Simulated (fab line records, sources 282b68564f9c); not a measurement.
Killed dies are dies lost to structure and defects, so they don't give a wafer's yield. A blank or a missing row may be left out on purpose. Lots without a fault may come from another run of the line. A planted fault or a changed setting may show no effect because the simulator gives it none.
A struck lot beside a sound one | flow rit_cmos | 18 steps out of a route of 202
Sound: wafers L385.2, L385.3, L385.5. Struck: wafers L379.3, L379.4, L379.6. The cause comes at the end.
At each step with rows: each side's tool, then ch and its chambers, then its first start. Under that, the readings that differ: sound wafers | struck wafers | difference of the means | sigmas: that difference in standard deviations of wafers without a fault.
alike: readings whose means differ by less than 2 such deviations, and words and numbers that are the same on both sides. not compared: withheld readings, readings that some wafer has no value for, bounds like >300 that may hide the same value, and numbers for which the record gives no deviation and whose values overlap.
The two part at a step that has a row with sigmas, a row that says differs or no value, or rows on one side only. Numbers that don't overlap but have no deviation are shown without sigmas and don't part them. A reading that every wafer of one side lacks parts them only if that side has two wafers or more.

RIT_M1_SPUTTER_00: material Al, target thk 400 nm, time 500 s.
  sound on pvd_sputter-03, day 6 22:24; struck on pvd_sputter-03, day 5 15:14
  alike: throttle_valve_pct
RIT_M1_RS_MEAS_01: measures by four-point-probe.
  sound on film_metro-02, day 6 22:43; struck on film_metro-02, day 5 15:34
  alike: M1_AL_RS
RIT_M1_THK_MEAS_02: measures by xrf.
  sound on film_metro-02, day 6 22:49; struck on film_metro-02, day 5 15:40
  alike: M1_AL_THK
then, 6 steps without rows for these wafers: RIT_M1_HMDS_03 (prime time 60 s); RIT_M1_COAT_04 (resist thk 1300 nm); RIT_M1_SOFTBAKE_05 (time 60 s); RIT_M1_EXPOSE_06 (exposes mask M12, target cd 2600 nm); RIT_M1_PEB_07; RIT_M1_DEVELOP_08 (develop time 69.05 s).
RIT_M1_CD_MEAS_09: target cd 2600 nm.
  sound on cd_sem-02, day 7 00:04; struck on cd_sem-02, day 5 16:45
  alike: cd_nm
RIT_M1_OVL_MEAS_10:
  sound on overlay-01, day 7 00:10; struck on overlay-02, day 5 16:50
  alike: M1_OVL
then, 1 step without rows for these wafers: RIT_M1_HARDBAKE_11 (time 120 s).
RIT_M1_METAL_ETCH_12: etches Al in Cl2/BCl3, stops on SiO2, time 165 s, target depth 600 nm.
  sound on rie_metal-02 ch 0,1, day 7 00:26; struck on rie_metal-02 ch 0,1, day 5 17:10
  no value came back on the struck wafers for any of 5 readings (bcl3_flow_sccm (sccm), chamber_pressure_mTorr (mTorr) and others); on the sound wafers bcl3_flow_sccm (sccm) reads 49.97 49.82 49.95
  reading                                  | sound             | struck            | difference | sigmas
  model.NOVOLAK_of_M1_COAT_04.thk_nm (nm)  | 813.2 821.7 821.6 | 1141 1139 1138    | +320       |
  model.SiO2_of_CONTACT_CVD_00.thk_nm (nm) | 359.4 361.7 362.8 | 400.9 393.2 397.1 | +35.8      |
  not compared: rf_hours_counter_h
then, 1 step without rows for these wafers: RIT_M1_STRIP_13 (strips in nmp, time 600 s).
RIT_M1_STRIP_14: strips in O2, time 180 s.
  sound on plasma_asher-02 ch 0,1, day 7 00:47; struck on plasma_asher-02 ch 0,1, day 5 17:31
  alike: drypump_motor_current_A
  not compared: rf_hours_counter_h
RIT_M1_CD_MEAS_90: target cd 2600 nm.
  sound on cd_sem-02, day 7 00:59; struck on cd_sem-02, day 5 17:40
  reading    | sound                | struck | difference                    | sigmas
  cd_nm (nm) | 2598.9 2602.5 2603.2 | - - -  | no value on the struck wafers |
then, 1 step without rows for these wafers: RIT_M1_ANNEAL_15 (time 1800 s).
RIT_M1_PROBE_99:
  sound on prober-02, day 7 02:45; struck on prober-02, day 5 19:28
  reading                  | sound             | struck          | difference | sigmas
  defect_limited_yield (%) | 97.3 97.0 96.2    | 0 0 0           | -97        | -88
  killed_at_M0_to_M3       | 0 0 0             | 256 255 254     | +255       |
  killed_dies              | 7 8 10            | 264 264 264     | +256       | +91
  killed_on_rim            | 2 2 4             | 70 70 70        | +67        | +48
  sort_bin_5_function (%)  | 1.5 1.9 1.9       | 100.0 98.5 97.7 | +97.0      | +99 or more
  sort_n_pass              | 257.0 256.0 254.0 | 0 0 0           | -256       | -91
  sort_yield_pct (%)       | 97.3 97.0 96.2    | 0 0 0           | -97        | -88
  alike: killed_at_front_end, killed_open, killed_short, sort_bin_3_pad_short, sort_bin_6_memory

WHERE THEY PART
First at RIT_M1_METAL_ETCH_12; last, within this record, at RIT_M1_PROBE_99.

WHY: what the simulator had put in
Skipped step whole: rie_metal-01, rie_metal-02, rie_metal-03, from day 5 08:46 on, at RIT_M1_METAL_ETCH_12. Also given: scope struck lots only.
